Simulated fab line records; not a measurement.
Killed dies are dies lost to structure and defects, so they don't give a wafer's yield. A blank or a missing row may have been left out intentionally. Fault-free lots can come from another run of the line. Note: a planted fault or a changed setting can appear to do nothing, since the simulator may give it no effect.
Chamber matching || flow berkeleyCmos170 || cmp-01 running UCB170_V1_CMP_02: 4 sister chambers
The step polishes SiO2. 4 wafers are shown with their chamber, then 8 later ones without.

EACH WAFER AND ITS CHAMBER
{"wafer": "L447.1", "chamber": 3, "motorCurrentA (A)": 13.4}
{"wafer": "L447.3", "chamber": 0, "motorCurrentA (A)": 15.4}
{"wafer": "L447.4", "chamber": 2, "motorCurrentA (A)": 16.7}
{"wafer": "L448.3", "chamber": 1, "motorCurrentA (A)": 15.9}

WAFERS MISSING THEIR CHAMBER
{"wafer": "L448.4", "motorCurrentA (A)": 13.4}
{"wafer": "L448.6", "motorCurrentA (A)": 15.9}
{"wafer": "L452.1", "motorCurrentA (A)": 15.1}
{"wafer": "L452.3", "motorCurrentA (A)": 14.4}
{"wafer": "L452.4", "motorCurrentA (A)": 17.4}
{"wafer": "L450.2", "motorCurrentA (A)": 14.4}
{"wafer": "L450.4", "motorCurrentA (A)": 13.4}
{"wafer": "L450.5", "motorCurrentA (A)": 13.6}

WHICH CHAMBER EACH ONE RAN IN
{"wafer": "L448.4", "from the rows above": 3, "in truth": 3}
{"wafer": "L448.6", "from the rows above": "can't be placed: 1 or 0 or 2", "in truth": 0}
{"wafer": "L452.1", "from the rows above": "can't be placed: 0 or 1", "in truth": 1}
{"wafer": "L452.3", "from the rows above": "can't be placed: 0 or 3 or 1", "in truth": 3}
{"wafer": "L452.4", "from the rows above": "can't be placed: 2 or 1", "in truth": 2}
{"wafer": "L450.2", "from the rows above": "can't be placed: 0 or 3 or 1", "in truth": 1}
{"wafer": "L450.4", "from the rows above": 3, "in truth": 3}
{"wafer": "L450.5", "from the rows above": 3, "in truth": 3}
Placed correctly: 3 of 8. Can't be placed from these rows: 5 (the true chamber is among the candidates in 5). Number placed wrongly: 0.
How it was worked out, from the rows above alone: a wafer's distance from a chamber is the root of the sum, over the readings, of the square of ((its reading less the chamber's mean) divided by the reading's scatter). If the next closest chamber is less than 2 further off than the closest, the wafer can't be placed; otherwise it belongs to the closest. A chamber's mean is the mean of its shown wafers. The scatter: root of mean squared gap, hidden wafer to nearest shown wafer, with one shown wafer a chamber.
